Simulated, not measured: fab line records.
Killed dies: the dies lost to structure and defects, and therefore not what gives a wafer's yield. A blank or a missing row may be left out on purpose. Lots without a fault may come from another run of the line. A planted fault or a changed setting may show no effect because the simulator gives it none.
fab line records	flow berkeleyCmos170
[record] lots = 14	wafers = 42	lastDay = 11
route steps=331 shown NSD@195 V1@254 V2@306
lots with no fault: from the same line, run without faults
startH: the number of hours between the record's first day and the start of the first shown wafer of the lot	waitH: hours from the lot's prior step to this one	" repeats the value in the row above	L1.1+2: one row covering several wafers at once	- no value present, or no start provided	* or withheld: withheld	< > ~ a bound
route shown NAME@n: names a module that has steps shown in the file, with the first one's number in the route	usual: average and standard deviation across the fault-free wafers	same: alike in all rows	chamber/n: place in a boat	sites: each site's reading	_std_site: the values' standard deviation	_edge_site: outer sites' mean less inner sites'	radiusMm: for every site, how far away it sits from the centre of the wafer	mask NAME#n: copy n	behind: the tool/chamber that last shaped the wafer	hold: reason for holding the lot/hours on hold/outcome of the hold	device: transistor that didn't switch, given as n, p or np	end of line: the route-end tests of the same wafers	a step with no rows: only its recipe	killed: the dies lost at the first sort to structure and to defects; this is not the yield of the wafer	map: a wafer's dies, marking killed ones x, the rest . and places with no die _
set.NAME: the setting as run; set.NAME@STEP: as run at that earlier step	model.NAME: the simulator's own value behind a step, which no gauge read
a sample of lots followed through the steps of the route, with each step as a table and each wafer as a row
services: a tool's chamber out of use, with start hour (startH, from the record's first day; less than 0 if before it), hours out, and reason
[[steps]]
[step UCB170_NSD_IMPLANT_08]
[recipe] species = P	doseCm2 = 3e+15	energyKev = 40	tiltDeg = 7
[usual] beamOnS = 10.00/0.21	doseIonsCm2 = 3e+15/3.5e+12	endStationPressureTorr = 1.26e-05/7e-07	faradayCurrentUA = 9259/190	tiltDeg = 7.005/0.018
lot.wafer	tool	chamber	startH	waitH	beamOnS	doseIonsCm2	endStationPressureTorr	faradayCurrentUA	tiltDeg
L893.3	implanter-01	0	131.55	0.1	9.79	2.999e+15	1.3e-05	9473	7.008
L893.4	"	0	"	"	9.88	3.006e+15	1.2e-05	9350	6.984
L893.6	"	0	"	"	10.08	2.998e+15	1.32e-05	9224	7.011
L895.1	implanter-04	0	149.02	0.0	9.90	3.003e+15	1.22e-05	9358	7.014
L895.3	"	0	"	"	10.33	3e+15	1.38e-05	8967	7.018
L895.5	"	0	"	"	10.04	3e+15	1.28e-05	9279	7.025
L896.1	implanter-03	0	149.26	0.0	10.18	3.002e+15	1.28e-05	9101	6.986
L896.2	"	0	"	"	10.01	3e+15	1.14e-05	9216	6.973
L896.6	"	0	"	"	9.57	2.999e+15	1.09e-05	9660	6.989
L897.2	implanter-04	0	153.05	0.0	9.98	3.001e+15	1.27e-05	9226	6.997
L897.5	"	0	"	"	9.85	2.995e+15	1.27e-05	9409	7.004
L897.6	"	0	"	"	10.09	2.997e+15	1.35e-05	9229	7.000
L899.3	implanter-01	0	160.15	0.1	9.62	3e+15	1.17e-05	9566	7.025
L899.4	"	0	"	"	10.37	3.001e+15	1.15e-05	8929	6.996
L899.6	"	0	"	"	10.44	2.999e+15	1.26e-05	8859	6.993
L898.1	implanter-04	0	160.38	0.0	10.08	3.005e+15	1.24e-05	9164	6.989
L898.2	"	0	"	"	10.23	3.008e+15	1.3e-05	9036	7.002
L898.6	"	0	"	"	9.87	3.005e+15	1.29e-05	9310	7.035
L900.2	implanter-01	0	160.78	0.0	10.21	2.995e+15	1.3e-05	9052	7.001
L900.3	"	0	"	"	9.90	3.001e+15	1.15e-05	9361	6.995
L900.4	"	0	"	"	9.97	2.997e+15	1.31e-05	9275	7.019
L901.1	implanter-01	0	177.10	0.0	13.84	5.808e+15	1.49e-05	12865	7.015
L901.5	"	0	"	"	14.11	5.812e+15	1.36e-05	12640	6.996
L901.6	"	0	"	"	14.01	5.806e+15	1.49e-05	12774	7.009
L907.3	implanter-01	0	200.15	0.1	13.72	5.813e+15	1.52e-05	12959	6.996
L907.4	"	0	"	"	13.91	5.806e+15	1.37e-05	12840	7.002
L907.6	"	0	"	"	13.62	5.811e+15	1.52e-05	13077	6.988
L912.1	implanter-04	0	226.47	0.0	10.38	2.995e+15	1.39e-05	8929	7.010
L912.2	"	0	"	"	10.07	3e+15	1.31e-05	9193	7.012
L912.4	"	0	"	"	10.01	3.005e+15	1.18e-05	9250	7.002
L911.2	implanter-03	0	226.77	0.0	9.78	2.999e+15	1.2e-05	9443	6.981
L911.4	"	0	"	"	10.00	2.997e+15	1.24e-05	9290	6.991
L911.6	"	0	"	"	9.70	2.999e+15	1.15e-05	9570	6.967
L913.1	implanter-04	0	226.99	0.0	10.28	3e+15	1.3e-05	8982	7.022
L913.2	"	0	"	"	9.83	2.999e+15	1.24e-05	9396	7.013
L913.4	"	0	"	"	10.16	3.004e+15	1.18e-05	9115	7.013
L914.2	implanter-03	0	235.19	0.0	10.05	2.997e+15	1.33e-05	9189	7.039
L914.4	"	0	"	"	10.39	2.996e+15	1.22e-05	8923	7.035
L914.6	"	0	"	"	9.82	2.994e+15	1.4e-05	9427	7.007
L915.1	implanter-04	0	235.53	0.0	10.03	2.993e+15	1.33e-05	9213	7.019
L915.3	"	0	"	"	10.11	2.991e+15	1.31e-05	9184	6.988
L915.6	"	0	"	"	9.88	2.997e+15	1.37e-05	9371	7.021
[step UCB170_NSD_STRIP_09]
[recipe] chemistry = O2	powerW = 400	pressureMtorr = 3500	platenTempC = withheld	o2FlowSccm = 400	overashFraction = 0.5
[usual] drypumpMotorCurrentA = 5.80/0.26	oesProductAu = 0.534/0.0046	stripTimeToEndpointS = 35.82/0.058
lot.wafer	tool	chamber	startH	waitH	drypumpMotorCurrentA	oesProductAu	rfHoursCounterH	stripTimeToEndpointS
L893.3	plasmaAsher-04	1	131.68	0.1	6.02	0.546	-	35.84
L893.4	"	0	"	"	5.91	0.533	-	35.78
L893.6	"	0	"	"	5.89	0.534	-	35.85
L895.1	plasmaAsher-04	0	149.17	0.1	5.86	0.531	45	35.80
L895.3	"	0	"	"	5.88	0.528	-	35.87
L895.5	"	0	"	"	5.88	0.535	-	35.89
L896.1	plasmaAsher-02	0	149.41	0.1	5.89	0.529	46	35.86
L896.2	"	1	"	"	5.76	0.542	46	35.83
L896.6	"	0	"	"	5.89	0.531	-	35.84
L897.2	plasmaAsher-02	0	153.17	0.1	5.89	0.534	46	35.88
L897.5	"	1	"	"	5.77	0.533	-	35.94
L897.6	"	0	"	"	5.89	0.535	-	35.83
L899.3	plasmaAsher-02	0	160.28	0.1	5.90	0.532	-	35.79
L899.4	"	1	"	"	5.78	0.529	-	35.79
L899.6	"	0	"	"	5.89	0.542	-	35.76
L898.1	plasmaAsher-01	0	160.53	0.1	5.08	0.536	4	35.83
L898.2	"	1	"	"	5.58	0.536	4	35.83
L898.6	"	0	"	"	5.05	0.537	-	35.88
L900.2	plasmaAsher-04	1	160.91	0.1	6.05	0.524	46	35.89
L900.3	"	0	"	"	5.88	0.544	-	35.99
L900.4	"	1	"	"	6.05	0.524	-	35.83
L901.1	plasmaAsher-04	0	177.25	0.1	5.85	0.494	48	42.51
L901.5	"	1	"	"	6.07	0.487	-	42.43
L901.6	"	0	"	"	5.89	0.488	-	42.46
L907.3	plasmaAsher-04	1	200.28	0.1	6.08	0.489	-	42.41
L907.4	"	0	"	"	5.90	0.486	-	42.40
L907.6	"	1	"	"	6.08	0.486	-	42.42
L912.1	plasmaAsher-02	0	226.62	0.1	5.90	0.537	54	35.82
L912.2	"	1	"	"	5.79	0.527	54	35.80
L912.4	"	0	"	"	5.90	0.536	-	35.88
L911.2	plasmaAsher-02	1	226.90	0.1	5.77	0.538	55	35.71
L911.4	"	1	"	"	5.75	0.536	-	35.77
L911.6	"	0	"	"	5.90	0.529	-	35.79
L913.1	plasmaAsher-01	1	227.14	0.1	5.57	0.537	9	35.77
L913.2	"	0	"	"	5.06	0.533	9	35.75
L913.4	"	0	"	"	5.04	0.527	-	35.78
L914.2	plasmaAsher-02	1	235.32	0.1	5.79	0.536	56	35.74
L914.4	"	0	"	"	5.89	0.533	-	35.78
L914.6	"	0	"	"	5.88	0.524	-	35.80
L915.1	plasmaAsher-04	0	235.68	0.1	5.92	0.544	55	35.84
L915.3	"	0	"	"	5.88	0.534	-	35.84
L915.6	"	1	"	"	6.04	0.536	-	35.80
[step UCB170_NSD_TW_MEAS_10]
[usual] NSD_TW = 4168/62
lot.wafer	tool	chamber	startH	waitH	NSD_TW
L893.3	filmMetro-01	-	131.77	0.1	4138
L893.4	"	-	"	"	4120
L893.6	"	-	"	"	4112
L895.1	filmMetro-01	-	149.27	0.1	4129
L895.3	"	-	"	"	4112
L895.5	"	-	"	"	4133
L896.1	filmMetro-01	-	149.51	0.1	4118
L896.2	"	-	"	"	4146
L896.6	"	-	"	"	4146
L897.2	filmMetro-03	-	153.28	0.1	4174
L897.5	"	-	"	"	4202
L897.6	"	-	"	"	4186
L899.3	filmMetro-01	-	160.37	0.1	4102
L899.4	"	-	"	"	4127
L899.6	"	-	"	"	4112
L898.1	filmMetro-01	-	160.63	0.1	4131
L898.2	"	-	"	"	4131
L898.6	"	-	"	"	4112
L900.2	filmMetro-02	-	161.02	0.1	4268
L900.3	"	-	"	"	4255
L900.4	"	-	"	"	4293
L901.1	filmMetro-03	-	177.35	0.1	4359
L901.5	"	-	"	"	4378
L901.6	"	-	"	"	4393
L907.3	filmMetro-01	-	200.37	0.1	4390
L907.4	"	-	"	"	4348
L907.6	"	-	"	"	4353
L912.1	filmMetro-03	-	226.72	0.1	4168
L912.2	"	-	"	"	4175
L912.4	"	-	"	"	4194
L911.2	filmMetro-01	-	227.01	0.1	4121
L911.4	"	-	"	"	4125
L911.6	"	-	"	"	4135
L913.1	filmMetro-01	-	227.24	0.1	4105
L913.2	"	-	"	"	4111
L913.4	"	-	"	"	4129
L914.2	filmMetro-01	-	235.43	0.1	4101
L914.4	"	-	"	"	4115
L914.6	"	-	"	"	4115
L915.1	filmMetro-01	-	235.78	0.1	4141
L915.3	"	-	"	"	4120
L915.6	"	-	"	"	4115
[step UCB170_SDANNEAL_RS_MEAS_03]
[recipe] thkMeasGauge = four-point-probe
[usual] NSD_RS = 37.29/0.11
lot.wafer	tool	chamber	startH	waitH	NSD_RS[ohm/sq]
L893.3	filmMetro-01	-	133.41	0.1	37.31
L893.4	"	-	"	"	37.27
L893.6	"	-	"	"	37.29
L895.1	filmMetro-01	-	150.49	0.1	37.25
L895.3	"	-	"	"	37.15
L895.5	"	-	"	"	37.21
L896.1	filmMetro-02	-	150.72	0.1	37.17
L896.2	"	-	"	"	37.13
L896.6	"	-	"	"	37.17
L897.2	filmMetro-03	-	156.73	0.1	37.16
L897.5	"	-	"	"	37.10
L897.6	"	-	"	"	37.19
L899.3	filmMetro-02	-	161.84	0.1	37.40
L899.4	"	-	"	"	37.41
L899.6	"	-	"	"	37.25
L898.1	filmMetro-03	-	161.98	0.1	37.29
L898.2	"	-	"	"	37.30
L898.6	"	-	"	"	37.22
L900.2	filmMetro-01	-	162.23	0.1	36.99
L900.3	"	-	"	"	37.07
L900.4	"	-	"	"	37.11
L901.1	filmMetro-01	-	178.58	0.1	30.38
L901.5	"	-	"	"	30.28
L901.6	"	-	"	"	30.36
L907.3	filmMetro-02	-	201.77	0.1	30.45
L907.4	"	-	"	"	30.53
L907.6	"	-	"	"	30.41
L912.1	filmMetro-01	-	228.11	0.1	37.27
L912.2	"	-	"	"	37.26
L912.4	"	-	"	"	37.27
L911.2	filmMetro-03	-	228.31	0.1	37.36
L911.4	"	-	"	"	37.34
L911.6	"	-	"	"	37.31
L913.1	filmMetro-02	-	228.98	0.1	37.45
L913.2	"	-	"	"	37.39
L913.4	"	-	"	"	37.36
L914.2	filmMetro-01	-	236.64	0.1	37.43
L914.4	"	-	"	"	37.37
L914.6	"	-	"	"	37.29
L915.1	filmMetro-03	-	237.00	0.1	37.21
L915.3	"	-	"	"	37.18
L915.6	"	-	"	"	37.26
[step UCB170_V1_CVD_00]
[recipe] material = SiO2	targetThkNm = 2000	tempC = 390	precursor = TEOS/O2	timeS = 250	rfW = 550	pressureMtorr = 9000
[usual] heaterPowerW = 254/46	pressureMtorr = 8999/16
lot.wafer	tool	chamber	startH	waitH	heaterPowerW	pressureMtorr
L893.3	pecvd-02	1	149.00	0.0	285	8995
L893.4	"	2	"	"	204	8996
L893.6	"	0	"	"	286	8991
L895.1	pecvd-01	1	164.53	0.0	259	9026
L895.3	"	2	"	"	299	9002
L895.5	"	2	"	"	351	8990
L896.1	pecvd-02	1	164.53	0.0	310	8996
L896.2	"	0	"	"	245	8992
L896.6	"	2	"	"	201	8995
L897.2	pecvd-02	2	169.31	0.0	284	9013
L897.5	"	0	"	"	202	9008
L897.6	"	2	"	"	200	9022
L898.1	pecvd-03	1	173.51	0.0	286	9018
L898.2	"	0	"	"	274	9000
L898.6	"	2	"	"	255	8968
L899.3	pecvd-01	0	173.51	0.0	232	9005
L899.4	"	1	"	"	201	8994
L899.6	"	2	"	"	253	8999
L900.2	pecvd-02	0	173.51	0.0	241	8996
L900.3	"	2	"	"	285	9014
L900.4	"	2	"	"	204	9003
L901.1	pecvd-02	2	189.81	0.0	284	9007
L901.5	"	2	"	"	206	9002
L901.6	"	1	"	"	213	8977
L907.3	pecvd-02	0	215.98	0.0	228	8977
L907.4	"	1	"	"	290	8991
L907.6	"	0	"	"	278	9005
L912.1	pecvd-03	0	241.55	0.0	263	9019
L912.2	"	1	"	"	290	9009
L912.4	"	0	"	"	196	9025
L913.1	pecvd-01	2	241.55	0.0	321	9013
L913.2	"	0	"	"	231	9006
L913.4	"	2	"	"	254	9013
L911.2	pecvd-03	1	241.71	0.2	261	9010
L911.4	"	2	"	"	255	8997
L911.6	"	0	"	"	199	8999
L914.2	pecvd-02	1	247.92	0.0	272	8990
L914.4	"	1	"	"	212	8984
L914.6	"	2	"	"	208	8980
L915.1	pecvd-01	1	247.92	0.0	201	9011
L915.3	"	2	"	"	352	9005
L915.6	"	2	"	"	260	8992
[step UCB170_V2_ETCH_14]
[recipe] chemistry = CHF3/CF4/Ar	target = SiO2	stopOn = Al	CHF3_flow_sccm = 45	cf4FlowSccm = 15	Ar_flow_sccm = 150	pressureMtorr = 200	rfW = 700	targetDepthA = 12500	overEtchFrac = 0.25	timeS = 291
[usual] CHF3_flow_sccm = 44.98/0.14	drypumpMotorCurrentA = 5.9/0.46	oesProductAu = 0.873/0.012	throttleValvePct = 6.95/0.13
[same] overEtchFrac = 0.25
lot.wafer	tool	chamber	startH	waitH	CHF3_flow_sccm	drypumpMotorCurrentA	oesProductAu	rfHoursCounterH	throttleValvePct
L893.3	rieDiel-02	0	159.83	0.0	45.03	4.7	0.860	118	7.13
L893.4	"	2	"	"	44.68	6.4	0.862	106	6.96
L893.6	"	3	"	"	44.78	5.9	0.885	-	7.03
L896.1	rieDiel-02	1	172.69	0.0	44.96	5.9	0.869	77	6.88
L896.2	"	3	"	"	44.99	6.0	0.878	74	7.04
L896.6	"	1	"	"	44.97	5.9	0.857	-	6.90
L895.1	rieDiel-03	1	172.97	0.0	45.03	6.3	0.877	108	7.18
L895.3	"	0	"	"	44.99	5.6	0.882	82	7.01
L895.5	"	2	"	"	45.09	5.8	0.884	-	6.76
L897.2	rieDiel-03	2	177.65	0.0	45.00	5.7	0.884	121	6.79
L897.5	"	1	"	"	45.00	6.3	0.879	-	7.16
L897.6	"	0	"	"	44.98	5.6	0.869	-	7.04
L898.1	rieDiel-03	2	181.37	0.0	44.97	5.8	0.874	121	6.76
L898.2	"	3	"	"	45.00	6.2	0.864	20	6.71
L898.6	"	1	"	"	45.01	6.3	0.888	-	7.15
L899.3	rieDiel-04	0	182.17	0.0	45.03	6.4	0.873	8	6.85
L899.4	"	3	"	"	45.09	5.7	0.902	-	6.86
L899.6	"	1	"	"	44.64	5.6	0.862	-	6.97
L900.2	rieDiel-02	1	182.43	0.0	44.97	5.9	0.867	78	6.92
L900.3	"	3	"	"	45.04	6.0	0.884	74	7.05
L900.4	"	0	"	"	45.15	4.7	0.855	119	7.11
L901.1	rieDiel-03	3	200.65	0.0	45.07	6.2	0.859	21	6.71
L901.5	"	3	"	"	45.21	6.2	0.861	-	6.71
L901.6	"	0	"	"	45.17	5.6	0.866	-	7.03
L907.3	rieDiel-03	1	224.02	0.0	45.05	6.3	0.885	110	7.17
L907.4	"	3	"	"	44.92	6.2	0.865	22	6.71
L907.6	"	3	"	"	45.06	6.2	0.873	-	6.71
L913.1	rieDiel-02	3	249.04	0.0	44.95	6.0	0.884	78	7.05
L913.2	"	1	"	"	44.75	5.9	0.860	81	6.89
L913.4	"	0	"	"	44.92	4.7	0.865	122	7.12
L912.1	rieDiel-03	1	249.85	0.0	44.85	6.3	0.888	112	7.16
L912.2	"	0	"	"	44.62	5.6	0.871	86	7.02
L912.4	"	3	"	"	45.07	6.2	0.870	23	6.71
L911.2	rieDiel-03	3	251.04	0.0	45.06	6.2	0.866	23	6.71
L911.4	"	0	"	"	44.97	5.6	0.874	86	7.01
L911.6	"	1	"	"	44.91	6.3	0.883	-	7.16
L914.2	rieDiel-04	0	256.00	0.0	44.96	6.4	0.875	12	6.86
L914.4	"	0	"	"	45.11	6.4	0.867	-	6.86
L914.6	"	1	"	"	44.86	5.6	0.864	-	6.95
L915.1	rieDiel-03	3	256.52	0.0	45.00	6.2	0.869	23	6.71
L915.3	"	0	"	"	44.94	5.6	0.869	86	7.03
L915.6	"	0	"	"	45.19	5.6	0.877	-	7.01
[step UCB170_V2_CD_MEAS_90]
[recipe] targetCdNm = 700
[usual] cdNm = 699.9/1.6
lot.wafer	tool	chamber	startH	waitH	cdNm
L893.3	cdSem-02	-	160.14	0.1	697.4
L893.4	"	-	"	"	699.2
L893.6	"	-	"	"	698.9
L896.1	cdSem-01	-	172.97	0.1	699.0
L896.2	"	-	"	"	701.0
L896.6	"	-	"	"	699.1
L895.1	cdSem-02	-	173.25	0.1	699.3
L895.3	"	-	"	"	700.1
L895.5	"	-	"	"	698.7
L897.2	cdSem-02	-	177.95	0.1	698.4
L897.5	"	-	"	"	701.8
L897.6	"	-	"	"	698.9
L898.1	cdSem-02	-	181.65	0.1	700.3
L898.2	"	-	"	"	703.2
L898.6	"	-	"	"	702.3
L899.3	cdSem-01	-	182.49	0.1	700.9
L899.4	"	-	"	"	699.2
L899.6	"	-	"	"	700.5
L900.2	cdSem-02	-	182.73	0.1	698.1
L900.3	"	-	"	"	698.5
L900.4	"	-	"	"	698.0
L901.1	cdSem-02	-	200.99	0.1	700.2
L901.5	"	-	"	"	699.2
L901.6	"	-	"	"	701.8
L907.3	cdSem-01	-	224.34	0.1	702.7
L907.4	"	-	"	"	701.6
L907.6	"	-	"	"	704.2
L913.1	cdSem-02	-	249.32	0.1	699.0
L913.2	"	-	"	"	698.4
L913.4	"	-	"	"	697.6
L912.1	cdSem-02	-	250.18	0.1	698.1
L912.2	"	-	"	"	697.9
L912.4	"	-	"	"	697.5
L911.2	cdSem-02	-	251.34	0.1	700.9
L911.4	"	-	"	"	702.1
L911.6	"	-	"	"	701.2
L914.2	cdSem-02	-	256.29	0.1	698.8
L914.4	"	-	"	"	700.0
L914.6	"	-	"	"	699.6
L915.1	cdSem-02	-	256.80	0.1	700.7
L915.3	"	-	"	"	700.9
L915.6	"	-	"	"	701.6
[[services]]
tool	chamber	startH	hours	kind
plasmaAsher-01	-	108.75	9.0	pm
rieDiel-02	0	114.10	4.0	repair
plasmaAsher-02	-	125.12	7.6	repair
plasmaAsher-01	-	130.21	9.0	repair
pecvd-01	-	135.50	14.0	pm
implanter-03	-	141.61	3.2	pm
implanter-04	-	142.94	0.7	repair
rieDiel-04	0	160.27	2.2	repair
pecvd-01	-	170.53	0.4	repair
plasmaAsher-01	-	178.09	28.1	pm
rieDiel-02	0	185.16	11.5	repair
implanter-04	-	210.00	3.2	pm
rieDiel-04	2	210.81	4.5	repair
rieDiel-03	3	214.78	3.2	repair
pecvd-03	-	216.37	1.5	repair
rieDiel-04	2	218.26	6.5	repair
pecvd-03	-	221.88	0.2	repair
implanter-04	-	222.42	3.8	repair
plasmaAsher-04	-	224.44	0.4	repair
pecvd-02	-	240.03	2.8	pm
rieDiel-02	-	241.98	0.2	repair
pecvd-03	-	242.50	14.0	pm
plasmaAsher-02	-	243.09	3.5	repair
implanter-04	-	247.62	4.6	repair
[[key]]
[firstSign] step = UCB170_NSD_IMPLANT_08	reading = doseIonsCm2	direction = up	sigmas = 99+	usual = 3e+15	struck = 5.809e+15
[effect] step = UCB170_NSD_IMPLANT_08	reading = faradayCurrentUA	direction = up	sigmas = 19	usual = 9259	struck = 12859
[effect] step = UCB170_NSD_STRIP_09	reading = stripTimeToEndpointS	direction = up	sigmas = 99+	usual = *	struck = *
[effect] step = UCB170_NSD_TW_MEAS_10	reading = NSD_TW	direction = up	sigmas = 3.3	usual = 4168	struck = 4370
[effect] step = UCB170_SDANNEAL_RS_MEAS_03	reading = NSD_RS	direction = down	sigmas = 63	usual = 37.29	struck = 30.40
metAt UCB170_NSD_IMPLANT_08
struckLots L901,L907
testerLeftOut L901,L907
notActingAt UCB170_V1_CVD_00,UCB170_V2_ETCH_14,UCB170_V2_CD_MEAS_90
onsetBetween 160.78 177.10
[fault] kind = processParameterDrift	tool = implanter-01	chamber = -	onsetH = 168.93	steps = UCB170_NSD_IMPLANT_08	channel = doseCm2	offset = 2.8108e+15	shape = step	endH = 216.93	actsIn = theseRecipesOnly	stated = 3e+15
// testerLeftOut: of these lots the tester's yield and bins aren't shown, on N5 and GAA mostly nor the transistor test; their killed dies are dies lost to structure and defects alone, not to doping, threshold or leakage, so they don't give the yield
